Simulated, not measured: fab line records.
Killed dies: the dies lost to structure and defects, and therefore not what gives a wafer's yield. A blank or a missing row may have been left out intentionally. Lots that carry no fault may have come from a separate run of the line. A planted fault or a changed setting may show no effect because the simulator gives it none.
Matching of chambers :: flow berkeley-cmos170 :: 4 sister chambers for UCB170_M2_ETCH_17 on rie-diel-03
The step etches BARC in N2/H2. 14 wafers are shown with their chamber, then 7 later ones without.

== WAFERS, EACH WITH ITS CHAMBER ==
wafer: L480.1
chamber: 3
throttle-valve-pct (%): 13.50
drypump-motor-current-A (A): 5.9
oes-product-au (a.u.): 0.976

wafer: L480.4
chamber: 1
throttle-valve-pct (%): 13.54
drypump-motor-current-A (A): 5.5
oes-product-au (a.u.): 1.023

wafer: L480.5
chamber: 3
throttle-valve-pct (%): 13.52
drypump-motor-current-A (A): 6.0
oes-product-au (a.u.): 0.975

wafer: L482.4
chamber: 3
throttle-valve-pct (%): 13.54
drypump-motor-current-A (A): 6.0
oes-product-au (a.u.): 0.971

wafer: L482.5
chamber: 0
throttle-valve-pct (%): 13.06
drypump-motor-current-A (A): 6.6
oes-product-au (a.u.): 1.012

wafer: L482.6
chamber: 1
throttle-valve-pct (%): 13.53
drypump-motor-current-A (A): 5.5
oes-product-au (a.u.): 1.034

wafer: L483.2
chamber: 3
throttle-valve-pct (%): 13.50
drypump-motor-current-A (A): 6.0
oes-product-au (a.u.): 0.965

wafer: L483.3
chamber: 2
throttle-valve-pct (%): 13.60
drypump-motor-current-A (A): 6.2
oes-product-au (a.u.): 0.987

wafer: L483.5
chamber: 3
throttle-valve-pct (%): 13.52
drypump-motor-current-A (A): 6.0
oes-product-au (a.u.): 0.973

wafer: L484.3
chamber: 1
throttle-valve-pct (%): 13.53
drypump-motor-current-A (A): 5.5
oes-product-au (a.u.): 1.014

wafer: L484.4
chamber: 2
throttle-valve-pct (%): 13.61
drypump-motor-current-A (A): 6.3
oes-product-au (a.u.): 0.990

wafer: L484.5
chamber: 0
throttle-valve-pct (%): 13.06
drypump-motor-current-A (A): 6.6
oes-product-au (a.u.): 1.002

wafer: L487.1
chamber: 2
throttle-valve-pct (%): 13.62
drypump-motor-current-A (A): 6.3
oes-product-au (a.u.): 0.988

wafer: L487.3
chamber: 1
throttle-valve-pct (%): 13.51
drypump-motor-current-A (A): 5.5
oes-product-au (a.u.): 1.016

SIGNATURES (means of the wafers above)
reading: throttle-valve-pct
chamber 0: 13.0600
chamber 1: 13.5275
chamber 2: 13.6100
chamber 3: 13.5160
scatter within a chamber: 0.0134

reading: drypump-motor-current-A
chamber 0: 6.600
chamber 1: 5.500
chamber 2: 6.267
chamber 3: 5.980
scatter within a chamber: 0.0383

reading: oes-product-au
chamber 0: 1.00700
chamber 1: 1.02175
chamber 2: 0.98833
chamber 3: 0.97200
scatter within a chamber: 0.00613
Rule: for each reading, subtract the chamber's mean from the wafer's reading, divide by that reading's scatter and square the result; add these up over the readings and take the root, which gives the wafer's distance from the chamber. The wafer belongs to the nearest chamber; if the next one is less than 2 further off, it can't be placed. The scatter: take each reading less its chamber's mean, square it, sum over the shown wafers, divide by the number of wafers less the number of chambers, and take the root.

== WAFERS MISSING THEIR CHAMBER ==
wafer: L487.5
throttle-valve-pct (%): 13.52
drypump-motor-current-A (A): 5.9
oes-product-au (a.u.): 0.964

wafer: L495.3
throttle-valve-pct (%): 13.52
drypump-motor-current-A (A): 6.0
oes-product-au (a.u.): 0.976

wafer: L495.4
throttle-valve-pct (%): 13.54
drypump-motor-current-A (A): 5.5
oes-product-au (a.u.): 1.023

wafer: L495.6
throttle-valve-pct (%): 13.62
drypump-motor-current-A (A): 6.2
oes-product-au (a.u.): 0.995

wafer: L498.2
throttle-valve-pct (%): 13.52
drypump-motor-current-A (A): 5.5
oes-product-au (a.u.): 1.034

wafer: L498.3
throttle-valve-pct (%): 13.06
drypump-motor-current-A (A): 6.6
oes-product-au (a.u.): 1.002

wafer: L498.6
throttle-valve-pct (%): 13.06
drypump-motor-current-A (A): 6.5
oes-product-au (a.u.): 1.000

== CHAMBER TAKEN BY EACH ==
wafer: L487.5
from the rows above: 3
in truth: 3

wafer: L495.3
from the rows above: 3
in truth: 3

wafer: L495.4
from the rows above: 1
in truth: 1

wafer: L495.6
from the rows above: 2
in truth: 2

wafer: L498.2
from the rows above: 1
in truth: 1

wafer: L498.3
from the rows above: 0
in truth: 0

wafer: L498.6
from the rows above: 0
in truth: 0
Correctly placed: 7 of 7. From these rows, 0 cannot be placed. 0 placed wrongly.
